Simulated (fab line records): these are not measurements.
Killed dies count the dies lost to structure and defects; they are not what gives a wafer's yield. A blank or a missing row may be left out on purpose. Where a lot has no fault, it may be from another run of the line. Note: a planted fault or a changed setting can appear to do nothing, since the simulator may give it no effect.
Tool commonality check + flow ritCmos + 39 wafers sampled across 13 lots

== WHAT PROMPTED THE OPENING ==
1 of 13 lots carry a flag on the reading ACTIVE_NITRIDE_THK at RIT_ACTIVE_THK_MEAS_04. Wafers without a fault read 150.0 nm, standard deviation 1.8.
Rule: flag the lot when none of its wafers has a number, or when each of its wafers that has one lies beyond 4 standard deviations from that mean. All remaining lots are regarded as sound.

| lot  | measured    | on           | ACTIVE_NITRIDE_THK (nm), wafer by wafer | flag    |
|------|-------------|--------------|-----------------------------------------|---------|
| L676 | day 1 14:14 | filmMetro-04 | 146.2 147.1 146.6                       |         |
| L678 | day 1 23:32 | filmMetro-04 | 148.9 148.8 150.1                       |         |
| L680 | day 2 09:32 | filmMetro-01 | 205.0 204.3 204.8                       | FLAGGED |
| L681 | day 2 15:14 | filmMetro-04 | 152.3 152.5 153.0                       |         |
| L687 | day 3 21:15 | filmMetro-04 | 148.0 148.7 149.0                       |         |
| L689 | day 4 07:14 | filmMetro-04 | 149.8 148.0 148.9                       |         |
| L693 | day 5 03:15 | filmMetro-01 | 148.2 149.9 148.0                       |         |
| L694 | day 5 11:04 | filmMetro-03 | 147.2 148.3 147.9                       |         |
| L695 | day 5 14:02 | filmMetro-01 | 150.2 149.8 150.6                       |         |
| L696 | day 5 17:32 | filmMetro-04 | 150.2 149.9 151.1                       |         |
| L697 | day 6 00:49 | filmMetro-01 | 150.5 149.3 149.8                       |         |
| L698 | day 6 05:24 | filmMetro-03 | 148.9 147.8 148.2                       |         |
| L699 | day 6 08:52 | filmMetro-03 | 150.3 152.1 150.6                       |         |
On average the flagged lots' numbers are 204.7 nm, which is +54.7 nm against the usual, or +30 standard deviations.

== WHICH TOOL RAN EACH LOT ==
The record holds 1 process step before the reading, out of a route of 202 steps. In each cell: the tool, then ch and the chambers that the sampled wafers went through, then the start.
| lot  | flag    | RIT_ACTIVE_CVD_03          |
|------|---------|----------------------------|
| L676 |         | lpcvd-02 ch 0, day 1 12:07 |
| L678 |         | lpcvd-01 ch 1, day 1 22:07 |
| L680 | FLAGGED | lpcvd-01 ch 1, day 2 08:07 |
| L681 |         | lpcvd-02 ch 1, day 2 13:07 |
| L687 |         | lpcvd-02 ch 1, day 3 19:07 |
| L689 |         | lpcvd-02 ch 1, day 4 05:07 |
| L693 |         | lpcvd-02 ch 0, day 5 01:07 |
| L694 |         | lpcvd-02 ch 0, day 5 08:56 |
| L695 |         | lpcvd-01 ch 1, day 5 12:35 |
| L696 |         | lpcvd-01 ch 0, day 5 16:07 |
| L697 |         | lpcvd-02 ch 1, day 5 22:40 |
| L698 |         | lpcvd-02 ch 1, day 6 03:14 |
| L699 |         | lpcvd-01 ch 0, day 6 07:26 |
What is done by these steps:
- RIT_ACTIVE_CVD_03: deposits Si3N4 from SiH2Cl2/NH3, target thk 150 nm, time 1500 s.
- RIT_ACTIVE_THK_MEAS_04

== FLAGGED AGAINST TOTAL, ONE TOOL AT A TIME (gauges that did the reading follow at the end) ==
| step                   | tool         | lots run | flagged | share of the flagged lots | sound lots run after its first flagged lot |
|------------------------|--------------|----------|---------|---------------------------|--------------------------------------------|
| RIT_ACTIVE_CVD_03      | lpcvd-01     | 5        | 1       | all                       | 3 (L695,L696,L699)                         |
| RIT_ACTIVE_CVD_03      | lpcvd-02     | 8        | 0       | none                      | -                                          |
| RIT_ACTIVE_THK_MEAS_04 | filmMetro-01 | 4        | 1       | all                       | 3 (L693,L695,L697)                         |
| RIT_ACTIVE_THK_MEAS_04 | filmMetro-03 | 3        | 0       | none                      | -                                          |
| RIT_ACTIVE_THK_MEAS_04 | filmMetro-04 | 6        | 0       | none                      | -                                          |

== WHAT THE TABLE PERMITS ==
Every flagged lot went through 2 rows of the table: lpcvd-01 at RIT_ACTIVE_CVD_03 and filmMetro-01 at RIT_ACTIVE_THK_MEAS_04.
- lpcvd-01 at RIT_ACTIVE_CVD_03: 1 of its 5 lots flagged. After the first flagged lot (L695, L696, L699), sound lots still ran on it; a lasting fault on the whole tool would not permit that.
- filmMetro-01 at RIT_ACTIVE_THK_MEAS_04: 1 of its 4 lots flagged. After the first flagged lot (L693, L695, L697), sound lots still ran on it; a lasting fault on the whole tool would not permit that.
None of the table's rows ran every flagged lot and, after the first, no sound lot.

== WHAT WAS PUT IN BY THE SIMULATOR ==
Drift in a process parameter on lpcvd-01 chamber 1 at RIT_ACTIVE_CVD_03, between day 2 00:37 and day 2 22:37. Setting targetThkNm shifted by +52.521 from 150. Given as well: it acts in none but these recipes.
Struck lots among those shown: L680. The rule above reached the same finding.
